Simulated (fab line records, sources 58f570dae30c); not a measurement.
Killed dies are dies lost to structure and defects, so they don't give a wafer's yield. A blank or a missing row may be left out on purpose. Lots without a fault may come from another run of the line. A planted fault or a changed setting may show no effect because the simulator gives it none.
A struck lot beside a sound one | flow berkeley_cmos170 | 32 steps out of a route of 331
Sound: wafers L512.1, L512.3, L512.6. Struck: wafer L526.2. The cause comes at the end.
At each step with rows: each side's tool, then ch and its chambers, then its first start. Under that, the readings that differ: sound wafers | struck wafers | difference of the means | sigmas: that difference in standard deviations of wafers without a fault.
alike: readings whose means differ by less than 2 such deviations, and words and numbers that are the same on both sides. not compared: withheld readings, readings that some wafer has no value for, bounds like >300 that may hide the same value, and numbers for which the record gives no deviation and whose values overlap.
The two part at a step that has a row with sigmas, a row that says differs or no value, or rows on one side only. Numbers that don't overlap but have no deviation are shown without sigmas and don't part them. A reading that every wafer of one side lacks parts them only if that side has two wafers or more.

first, 6 steps without rows for these wafers: UCB170_V1_HMDS_06 (prime time 60 s); UCB170_V1_COAT_07 (resist thk 900 nm); UCB170_V1_SOFTBAKE_08 (time 60 s); UCB170_V1_EXPOSE_09 (exposes mask VIA1, target cd 700 nm); UCB170_V1_PEB_10; UCB170_V1_DEVELOP_11 (develop time 45 s).
UCB170_V1_CD_MEAS_12: target cd 700 nm.
  sound on cd_sem-01, day 9 04:58; struck on cd_sem-01, day 12 14:16
  alike: cd_nm
UCB170_V1_OVL_MEAS_13:
  sound on overlay-02, day 9 05:05; struck on overlay-01, day 12 14:22
  alike: V1_OVL
UCB170_V1_ETCH_14: etches SiO2 in CHF3/CF4/Ar, stops on Al, target depth 1250 nm, time 291 s.
  sound on rie_diel-01 ch 0,1, day 9 05:07; struck on rie_diel-04 ch 3, day 12 14:23
  alike: chamber_pressure_mTorr, drypump_motor_current_A, oes_product_au, rf_fwd_power_W, throttle_valve_pct
  not compared: rf_hours_counter_h
UCB170_V1_STRIP_15: strips in O2.
  sound on plasma_asher-02 ch 0,1, day 9 05:18; struck on plasma_asher-01 ch 0, day 12 14:34
  alike: chamber_pressure_mTorr, drypump_motor_current_A, oes_product_au, strip_time_to_endpoint_s
  not compared: rf_hours_counter_h
UCB170_V1_CD_MEAS_90: target cd 700 nm.
  sound on cd_sem-02, day 9 05:24; struck on cd_sem-02, day 12 14:41
  alike: cd_nm
then, 1 step without rows for these wafers: UCB170_M2_PRE_CLEAN_00 (preclean etch time 60 s).
UCB170_M2_SPUTTER_01: material Al, target thk 900 nm, time 120 s.
  sound on pvd_sputter-03, day 9 05:35; struck on pvd_sputter-03, day 12 14:52
  reading                               | sound             | struck | difference | sigmas
  model.Al_of_M2_SPUTTER_01.thk_nm (nm) | 896.1 887.8 899.4 | 476.7  | -417.7     |
  alike: cathode_dc_power_W, throttle_valve_pct
UCB170_M2_RS_MEAS_02: measures by four-point-probe.
  sound on film_metro-01, day 9 05:40; struck on film_metro-01, day 12 14:58
  reading           | sound                | struck | difference | sigmas
  M2_AL_RS (ohm/sq) | 0.0323 0.0327 0.0322 | 0.0614 | +0.0290    | +57
UCB170_M2_THK_MEAS_03: measures by xrf.
  sound on film_metro-01, day 9 05:47; struck on film_metro-01, day 12 15:04
  reading        | sound       | struck | difference | sigmas
  M2_AL_THK (nm) | 902 893 900 | 482    | -416       | -30
then, 3 steps without rows for these wafers: UCB170_M2_HMDS_04 (prime time 60 s); UCB170_M2_COAT_05 (resist thk 900 nm); UCB170_M2_SOFTBAKE_06 (time 60 s).
UCB170_M2_STRIP_07: strips in O2.
  sound on plasma_asher-01 ch 0,1, day 9 06:18; struck on plasma_asher-03 ch 0, day 12 15:57
  reading                     | sound       | struck | difference | sigmas
  drypump_motor_current_A (A) | 6.4 6.4 5.6 | 4.9    | -1.2       | -2
  alike: chamber_pressure_mTorr, oes_product_au, strip_time_to_endpoint_s
  not compared: rf_hours_counter_h
then, 7 steps without rows for these wafers: UCB170_M2_STRIP_08 (strips KrF in DMSO, time 600 s); UCB170_M2_COAT_09; UCB170_M2_COAT_10 (resist thk 900 nm); UCB170_M2_SOFTBAKE_11 (time 60 s); UCB170_M2_EXPOSE_12 (exposes mask METAL2, target cd 700 nm); UCB170_M2_PEB_13; UCB170_M2_DEVELOP_14 (develop time 45 s).
UCB170_M2_CD_MEAS_15: target cd 700 nm.
  sound on cd_sem-02, day 9 07:32; struck on cd_sem-02, day 12 17:05
  alike: cd_nm
UCB170_M2_OVL_MEAS_16:
  sound on overlay-01, day 9 07:40; struck on overlay-02, day 12 17:11
  alike: M2_OVL
UCB170_M2_ETCH_17: etches BARC in N2/H2.
  sound on rie_diel-03 ch 1,2,3, day 9 07:42; struck on rie_diel-02 ch 2, day 12 17:13
  alike: bias_w, chamber_pressure_mTorr, drypump_motor_current_A, oes_product_au, rf_fwd_power_W, throttle_valve_pct
UCB170_M2_METAL_ETCH_18: etches Al in Cl2/BCl3, stops on SiO2, target depth 1170 nm, time 195 s.
  sound on rie_metal-01 ch 0, day 9 07:44; struck on rie_metal-02 ch 1, day 12 17:16
  reading                     | sound             | struck | difference | sigmas
  drypump_motor_current_A (A) | 4.7 4.7 4.7       | 5.7    | +1.0       | +2
  oes_product_au (a.u.)       | 0.856 0.854 0.855 | 0.635  | -0.220     | -16
  alike: bias_w, chamber_pressure_mTorr, rf_fwd_power_W, throttle_valve_pct
  not compared: rf_hours_counter_h
UCB170_M2_STRIP_19: strips in O2.
  sound on plasma_asher-03 ch 0,1, day 9 08:07; struck on plasma_asher-02 ch 0, day 12 17:27
  reading                     | sound       | struck | difference | sigmas
  drypump_motor_current_A (A) | 5.3 4.9 5.3 | 6.2    | +1.0       | +2
  alike: chamber_pressure_mTorr, oes_product_au
  not compared: rf_hours_counter_h
UCB170_M3_PROBE_99:
  sound on prober-02, day 9 13:59; struck on prober-01, day 12 23:28
  reading                               | sound                      | struck   | difference | sigmas
  model.etest.antenna_m2.vt_shift_v (V) | -0.01716 -0.01538 -0.01196 | -0.02382 | -0.00899   |

WHERE THEY PART
First at UCB170_M2_RS_MEAS_02; last, within this record, at UCB170_M2_STRIP_19.

WHY: what the simulator had put in
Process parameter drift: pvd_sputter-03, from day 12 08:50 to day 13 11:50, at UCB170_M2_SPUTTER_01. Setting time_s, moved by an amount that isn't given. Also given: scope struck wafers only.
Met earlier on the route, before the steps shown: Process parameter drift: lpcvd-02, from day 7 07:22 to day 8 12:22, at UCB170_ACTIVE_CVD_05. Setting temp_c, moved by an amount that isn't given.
